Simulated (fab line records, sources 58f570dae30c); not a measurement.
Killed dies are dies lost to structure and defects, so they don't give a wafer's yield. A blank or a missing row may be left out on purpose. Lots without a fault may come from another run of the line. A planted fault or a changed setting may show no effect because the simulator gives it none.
fab line records | flow berkeley_cmos170
record lots=15 wafers=45 last_day=12
route steps=331 shown PWELL@50 ACTIVE@73 PFIELD@85
lots that met no fault: from a run of the same line without faults
start_h: hours from the record's first day to the start of the lot's first wafer shown | wait_h: hours since the lot's step before | " the same as in the row above | L1.1+2: a row that stands for several wafers | - no value, or no start given | * or withheld: withheld | < > ~ a bound
route shown NAME@n: a module of which the file shows steps, and the number in the route of the first | usual: mean/standard deviation of fault-free wafers | same: alike in all rows | chamber/n: place in a boat | sites: the reading at each site | _std_site: their standard deviation | _edge_site: outer sites' mean less inner sites' | radius_mm: how far each site lies from the wafer's centre | mask NAME#n: copy n | behind: the tool/chamber that last shaped the wafer | hold: why the lot was held/for how many hours/how that ended | device: the transistor (n, p or np) that didn't switch | end of line: the same wafers' tests at the end of the route | a step without rows: its recipe alone | killed: dies lost to structure and defects at the first sort, not the wafer's yield | map: a wafer's dies, x killed, . not, _ none there
set.NAME: the setting as run; set.NAME@STEP: as run at that earlier step | model.NAME: the simulator's own value behind a step, which no gauge read
steps of the route over a sample of lots; a table a step, a row a wafer
services: from which hour (start_h, from the record's first day; less than 0 if before it) a tool's chamber was out of use, for how many hours, and why
## steps
# step UCB170_PWELL_STRIP_16
# recipe chemistry=O2 power_w=400 pressure_mtorr=3500 platen_temp_c=withheld o2_flow_sccm=400 overash_fraction=0.5
# usual drypump_motor_current_A=5.9/0.35 oes_product_au=0.721/0.0041 strip_time_to_endpoint_s=18.18/0.09
# columns lot.wafer tool chamber start_h wait_h drypump_motor_current_A oes_product_au rf_hours_counter_h strip_time_to_endpoint_s
L582.2 plasma_asher-03 1 45.77 0.1 6.1 0.730 32 18.16
L582.3 " 0 " " 6.2 0.719 - 18.18
L582.6 " 0 " " 6.2 0.722 - 18.24
L584.2 plasma_asher-01 1 54.02 0.1 5.8 0.724 26 18.12
L584.4 " 1 " " 5.8 0.714 - 18.23
L584.5 " 1 " " 5.8 0.721 - 18.14
L586.1 plasma_asher-03 1 70.21 0.1 6.1 0.719 34 18.17
L586.3 " 0 " " 6.2 0.721 - 18.12
L586.6 " 1 " " 6.2 0.721 - 18.16
L587.1 plasma_asher-01 1 75.34 0.1 5.8 0.720 28 18.18
L587.3 " 1 " " 5.8 0.723 - 18.40
L587.5 " 1 " " 5.8 0.726 - 18.24
L588.2 plasma_asher-03 0 85.36 0.1 6.2 0.718 36 18.07
L588.4 " 1 " " 6.1 0.716 - 18.12
L588.6 " 0 " " 6.2 0.722 - 18.16
L590.2 plasma_asher-04 1 93.82 0.1 5.4 0.728 39 18.09
L590.4 " 0 " " 5.0 0.717 - 18.12
L590.6 " 0 " " 5.0 0.719 - 18.14
L592.3 plasma_asher-01 1 100.15 0.1 5.8 0.722 - 18.39
L592.5 " 1 " " 5.8 0.721 - 18.41
L592.6 " 0 " " 6.1 0.727 - 18.29
L591.1 plasma_asher-03 0 100.60 0.1 6.2 0.723 38 18.10
L591.4 " 1 " " 6.1 0.722 - 18.29
L591.5 " 0 " " 6.2 0.725 - 18.06
L594.3 plasma_asher-01 0 107.78 0.1 6.1 0.727 - 18.23
L594.5 " 0 " " 6.1 0.721 - 18.15
L594.6 " 1 " " 5.8 0.719 - 18.19
L595.2 plasma_asher-01 0 115.62 0.1 6.1 0.718 33 18.15
L595.3 " 0 " " 6.1 0.715 - 18.16
L595.6 " 0 " " 6.1 0.728 - 18.19
L597.1 plasma_asher-03 1 130.18 0.1 6.2 0.725 1 18.22
L597.4 " 0 " " 6.2 0.721 - 18.17
L597.6 " 1 " " 6.2 0.723 - 18.18
L599.1 plasma_asher-03 1 135.91 0.1 6.1 0.719 2 18.10
L599.2 " 0 " " 6.2 0.722 2 18.41
L599.3 " 0 " " 6.2 0.720 - 18.18
L600.1 plasma_asher-03 1 140.32 0.1 6.1 0.726 3 18.33
L600.5 " 0 " " 6.2 0.710 - 18.31
L600.6 " 1 " " 6.1 0.724 - 18.08
L603.1 plasma_asher-04 0 150.96 0.1 5.0 0.721 44 18.06
L603.2 " 1 " " 5.4 0.727 44 18.19
L603.6 " 1 " " 5.4 0.724 - 18.10
L604.2 plasma_asher-03 1 160.59 0.1 6.1 0.727 6 18.20
L604.3 " 1 " " 6.1 0.728 - 18.27
L604.4 " 0 " " 6.2 0.717 - 18.30
# step UCB170_ACTIVE_CD_MEAS_13
# recipe target_cd_nm=1200
# usual cd_nm=1200.6/1.6
# columns lot.wafer tool chamber start_h wait_h cd_nm
L582.2 cd_sem-01 - 77.31 - 1199.0
L582.3 " - " " 1199.6
L582.6 " - " " 1199.4
L584.2 cd_sem-01 - 82.74 - 1199.7
L584.4 " - " " 1200.5
L584.5 " - " " 1200.3
L586.1 cd_sem-02 - 97.11 - 1201.3
L586.3 " - " " 1200.8
L586.6 " - " " 1200.3
L587.1 cd_sem-01 - 103.68 - 1199.9
L587.3 " - " " 1198.2
L587.5 " - " " 1199.5
L588.2 cd_sem-02 - 118.02 - 1203.9
L588.4 " - " " 1204.6
L588.6 " - " " 1202.7
L590.2 cd_sem-01 - 118.38 - 1201.3
L590.4 " - " " 1198.5
L590.6 " - " " 1200.8
L591.1 cd_sem-01 - 124.70 - 1201.7
L591.4 " - " " 1200.7
L591.5 " - " " 1201.0
L592.3 cd_sem-01 - 134.82 - 1199.3
L592.5 " - " " 1199.8
L592.6 " - " " 1200.2
L594.3 cd_sem-01 - 135.06 - 1201.8
L594.5 " - " " 1202.6
L594.6 " - " " 1200.6
L595.2 cd_sem-02 - 144.89 - 1199.7
L595.3 " - " " 1199.0
L595.6 " - " " 1199.6
L597.1 cd_sem-02 - 160.86 - 1196.9
L597.4 " - " " 1197.8
L597.6 " - " " 1197.2
L600.1 cd_sem-01 - 167.02 - 1201.8
L600.5 " - " " 1202.5
L600.6 " - " " 1202.7
L599.1 cd_sem-01 - 167.84 - 1202.8
L599.2 " - " " 1203.1
L599.3 " - " " 1203.1
L603.1 cd_sem-01 - 181.36 - 1199.9
L603.2 " - " " 1200.7
L603.6 " - " " 1200.0
L604.2 cd_sem-01 - 189.85 - 1199.7
L604.3 " - " " 1199.8
L604.4 " - " " 1200.6
# step UCB170_ACTIVE_ETCH_15
# recipe chemistry=CH3F/Ar/O2 target=Si3N4 stop_on=SiO2 CH3F_flow_sccm=20 Ar_flow_sccm=50 O2_flow_sccm=7 pressure_mtorr=50 rf_w=450 target_depth_a=2420 over_etch_frac=0.1 time_s=151
# usual drypump_motor_current_A=5.7/0.42 oes_product_au=0.948/0.013 run_length_s=179.4/0.44 throttle_valve_pct=8.01/0.15
# same over_etch_frac=0.1
# columns lot.wafer tool chamber start_h wait_h drypump_motor_current_A oes_product_au rf_hours_counter_h run_length_s throttle_valve_pct
L582.2 rie_diel-01 0 77.45 0.0 5.2 0.973 67 179.3 8.05
L582.3 " 3 " " 5.3 0.959 7 179.3 7.96
L582.6 " 1 " " 5.7 0.958 - 179.7 7.71
L584.2 rie_diel-01 0 82.88 0.0 5.3 0.967 67 179.3 8.05
L584.4 " 1 " " 5.7 0.946 1 179.2 7.69
L584.5 " 0 " " 5.2 0.967 - 179.6 8.05
L586.1 rie_diel-03 2 97.26 0.0 5.0 0.936 71 179.2 8.05
L586.3 " 3 " " 6.5 0.920 50 179.0 7.79
L586.6 " 3 " " 6.5 0.935 - 178.7 7.79
L587.1 rie_diel-04 3 103.84 0.0 5.9 0.940 55 179.3 8.11
L587.3 " 2 " " 5.4 0.945 16 179.3 8.23
L587.5 " 3 " " 5.9 0.947 - 178.8 8.12
L588.2 rie_diel-04 3 118.16 0.0 5.8 0.944 55 179.1 8.15
L588.4 " 0 " " 6.5 0.947 131 180.1 8.10
L588.6 " 0 " " 6.5 0.935 - 180.0 8.09
L590.2 rie_diel-03 0 118.52 0.0 5.7 0.943 30 180.1 8.10
L590.4 " 1 " " 5.7 0.946 110 180.1 7.90
L590.6 " 0 " " 5.8 0.947 - 179.8 8.10
L591.1 rie_diel-04 3 124.85 0.0 5.9 0.941 55 178.7 8.11
L591.4 " 1 " " 5.9 0.958 62 179.6 7.98
L591.5 " 3 " " 5.9 0.940 - 178.7 8.14
L592.3 rie_diel-04 2 134.94 0.0 5.5 0.945 18 179.2 8.24
L592.5 " 1 " " 5.9 0.942 - 179.9 7.99
L592.6 " 2 " " 5.4 0.938 - 179.2 8.25
L594.3 rie_diel-01 0 135.18 0.0 5.2 0.966 69 179.8 8.04
L594.5 " 3 " " 5.3 0.958 - 179.1 8.00
L594.6 " 0 " " 5.2 0.969 - 179.0 8.02
L595.2 rie_diel-04 0 145.03 0.0 6.5 0.943 132 180.4 8.09
L595.3 " 1 " " 5.9 0.967 63 179.3 7.97
L595.6 " 2 " " 5.4 0.939 - 179.5 8.23
L597.1 rie_diel-04 2 161.01 0.0 5.4 0.945 19 179.0 8.23
L597.4 " 3 " " 5.9 0.942 58 178.7 8.11
L597.6 " 2 " " 5.5 0.938 - 179.1 8.24
L600.1 rie_diel-03 3 167.18 0.0 6.5 0.928 54 179.0 7.78
L600.5 " 0 " " 5.8 0.952 - 179.8 8.11
L600.6 " 3 " " 6.5 0.943 - 178.7 7.80
L599.1 rie_diel-01 3 167.99 0.0 5.3 1.003 11 171.9 8.00
L599.2 " 1 " " 5.7 1.000 5 171.6 7.72
L599.3 " 0 " " 5.2 1.012 71 172.0 8.06
L603.1 rie_diel-01 1 181.51 0.0 5.7 0.993 5 172.1 7.70
L603.2 " 0 " " 5.2 1.014 72 172.2 8.05
L603.6 " 0 " " 5.2 1.008 - 171.8 8.02
L604.2 rie_diel-01 0 189.99 0.0 5.2 1.015 72 172.6 8.04
L604.3 " 1 " " 5.7 1.005 6 171.9 7.70
L604.4 " 2 " " 5.8 0.995 - 172.3 8.10
# step UCB170_PFIELD_OVL_MEAS_06
# usual PFIELD_OVL=6/5.6
# columns lot.wafer tool chamber start_h wait_h PFIELD_OVL[nm]
L582.2 overlay-01 - 79.30 - 4
L582.3 " - " " 6
L582.6 " - " " 6
L584.2 overlay-01 - 85.05 - 0
L584.4 " - " " -3
L584.5 " - " " -3
L586.1 overlay-02 - 99.04 - 0
L586.3 " - " " -1
L586.6 " - " " -3
L587.1 overlay-02 - 107.74 - 12
L587.3 " - " " 21
L587.5 " - " " 12
L588.2 overlay-02 - 121.85 - 2
L588.4 " - " " 12
L588.6 " - " " 3
L590.2 overlay-02 - 121.92 - 10
L590.4 " - " " 9
L590.6 " - " " 9
L591.1 overlay-02 - 126.88 - 4
L591.4 " - " " 1
L591.5 " - " " 7
L592.3 overlay-01 - 138.13 - 9
L592.5 " - " " 9
L592.6 " - " " 9
L594.3 overlay-01 - 138.30 - 4
L594.5 " - " " 6
L594.6 " - " " 4
L595.2 overlay-02 - 146.71 - 11
L595.3 " - " " -3
L595.6 " - " " 14
L597.1 overlay-01 - 162.91 - 11
L597.4 " - " " 5
L597.6 " - " " 7
L599.1 overlay-01 - 172.10 - -1
L599.2 " - " " 3
L599.3 " - " " 7
L600.1 overlay-01 - 172.23 - 19
L600.5 " - " " 13
L600.6 " - " " 6
L603.1 overlay-01 - 183.23 - -1
L603.2 " - " " -3
L603.6 " - " " -7
L604.2 overlay-02 - 194.18 - 7
L604.3 " - " " 3
L604.4 " - " " 11
## services
# columns tool chamber start_h hours kind
rie_diel-03 2 26.46 4.2 repair
rie_diel-01 1 34.42 - clean
rie_diel-01 1 34.42 34.7 scheduled_down
rie_diel-01 1 34.42 34.7 vent_cycle
plasma_asher-03 - 53.98 3.3 repair
rie_diel-03 - 61.56 4.3 pm
rie_diel-04 1 86.75 6.5 repair
rie_diel-01 2 92.15 2.1 repair
plasma_asher-04 - 94.13 15.8 repair
rie_diel-03 0 95.14 6.9 repair
plasma_asher-03 - 108.75 9.0 pm
plasma_asher-03 0 108.75 9.0 vent_cycle
plasma_asher-03 1 108.75 9.0 vent_cycle
plasma_asher-03 0 117.75 - clean
plasma_asher-03 1 117.75 - clean
plasma_asher-04 - 136.16 13.9 pm
rie_diel-01 1 154.09 1.5 repair
rie_diel-03 2 155.16 8.1 repair
rie_diel-03 0 187.32 8.9 repair
rie_diel-01 3 187.78 7.5 repair
## key
first_sign step=UCB170_ACTIVE_ETCH_15 reading=run_length_s direction=down sigmas=17 usual=* struck=*
effect step=UCB170_ACTIVE_ETCH_15 reading=oes_product_au direction=up sigmas=4.5 usual=0.948 struck=1.005
met_at UCB170_ACTIVE_ETCH_15
struck_lots L599,L603,L604
sort_left_out L599.1,L599.2,L599.3,L603.1,L603.2,L603.6,L604.2,L604.3,L604.4
tester_left_out L599,L603,L604
not_acting_at UCB170_PWELL_STRIP_16,UCB170_ACTIVE_CD_MEAS_13,UCB170_PFIELD_OVL_MEAS_06
onset_between 135.18 167.99
fault kind=process_parameter_drift tool=rie_diel-01 chamber=- onset_h=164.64 steps=UCB170_ACTIVE_ETCH_15 channel=time_s offset=* shape=step end_h=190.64 acts_in=* stated=*
# tester_left_out: of these lots the tester's yield and bins aren't shown, on N5 and GAA mostly nor the transistor test; their killed dies are dies lost to structure and defects alone, not to doping, threshold or leakage, so they don't give the yield
# sort_left_out: the simulated sort isn't trusted on such a fault, so these wafers' sort isn't shown, and their yield isn't known
